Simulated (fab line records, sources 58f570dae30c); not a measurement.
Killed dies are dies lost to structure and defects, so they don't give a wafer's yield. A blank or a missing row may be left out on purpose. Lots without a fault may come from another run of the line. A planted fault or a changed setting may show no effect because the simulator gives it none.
A struck lot beside a sound one | flow berkeley_cmos170 | 14 steps out of a route of 331
Sound: wafers L108.3, L108.4, L108.6. Struck: wafers L100.2, L100.5, L100.6. The cause comes at the end.
At each step with rows: each side's tool, then ch and its chambers, then its first start. Under that, the readings that differ: sound wafers | struck wafers | difference of the means | sigmas: that difference in standard deviations of wafers without a fault.
alike: readings whose means differ by less than 2 such deviations, and words and numbers that are the same on both sides. not compared: withheld readings, readings that some wafer has no value for, bounds like >300 that may hide the same value, and numbers for which the record gives no deviation and whose values overlap.
The two part at a step that has a row with sigmas, a row that says differs or no value, or rows on one side only. Numbers that don't overlap but have no deviation are shown without sigmas and don't part them. A reading that every wafer of one side lacks parts them only if that side has two wafers or more.

UCB170_M2_CD_MEAS_90: target cd 700 nm.
  sound on cd_sem-02, day 12 07:15; struck on cd_sem-01, day 10 08:46
  alike: cd_nm
UCB170_V2_CVD_00: deposits SiO2 from TEOS/O2, target thk 2000 nm, time 250 s.
  sound on pecvd-03 ch 0,2, day 12 07:20; struck on pecvd-03 ch 0,1, day 10 08:52
  alike: heater_power_w
UCB170_V2_THK_MEAS_01:
  sound on film_metro-04, day 12 07:30; struck on film_metro-03, day 10 09:02
  alike: V2_TEOS_THK
UCB170_V2_CMP_02: polishes SiO2.
  sound on cmp-02 ch 1,2,3, day 12 08:59; struck on cmp-02 ch 0,3, day 10 09:05
  alike: motor_current_A, platen_rpm, retaining_ring_pressure_frac
UCB170_V2_BOW_MEAS_03:
  sound on film_metro-02, day 12 09:20; struck on film_metro-04, day 10 09:24
  alike: V2_BOW
UCB170_V2_THK_MEAS_04:
  sound on film_metro-02, day 12 09:26; struck on film_metro-04, day 10 09:31
  alike: V2_POLISHED_THK
then, 6 steps without rows for these wafers: UCB170_V2_CLEAN_05 (cleans in DIW); UCB170_V2_HMDS_06 (prime time 60 s); UCB170_V2_COAT_07 (resist thk 900 nm); UCB170_V2_SOFTBAKE_08 (time 60 s); UCB170_V2_EXPOSE_09 (exposes mask VIA2, target cd 700 nm); UCB170_V2_PEB_10.
UCB170_V2_DEVELOP_11: develop time 45 s.
  sound on litho_track-04 ch 0, day 12 12:00; struck on litho_track-04, day 10 10:00
  no value came back on the struck wafers for chill_plate_temp_C (C), develop_time_s (s), developer_temp_C (C); on the sound wafers chill_plate_temp_C (C) reads 22.96 23.04 22.91
  reading                             | sound             | struck            | difference | sigmas
  model.KrF_of_V2_COAT_07.thk_nm (nm) | 885.8 886.2 885.2 | 895.1 898.9 899.1 | +12.0      |
UCB170_V2_CD_MEAS_12: target cd 700 nm.
  sound on cd_sem-01, day 12 12:39; struck on cd_sem-02, day 10 10:47
  reading    | sound             | struck | difference                    | sigmas
  cd_nm (nm) | 702.0 702.2 699.8 | - - -  | no value on the struck wafers |

WHERE THEY PART
First at UCB170_V2_DEVELOP_11; last, within this record, at UCB170_V2_CD_MEAS_12.

WHY: what the simulator had put in
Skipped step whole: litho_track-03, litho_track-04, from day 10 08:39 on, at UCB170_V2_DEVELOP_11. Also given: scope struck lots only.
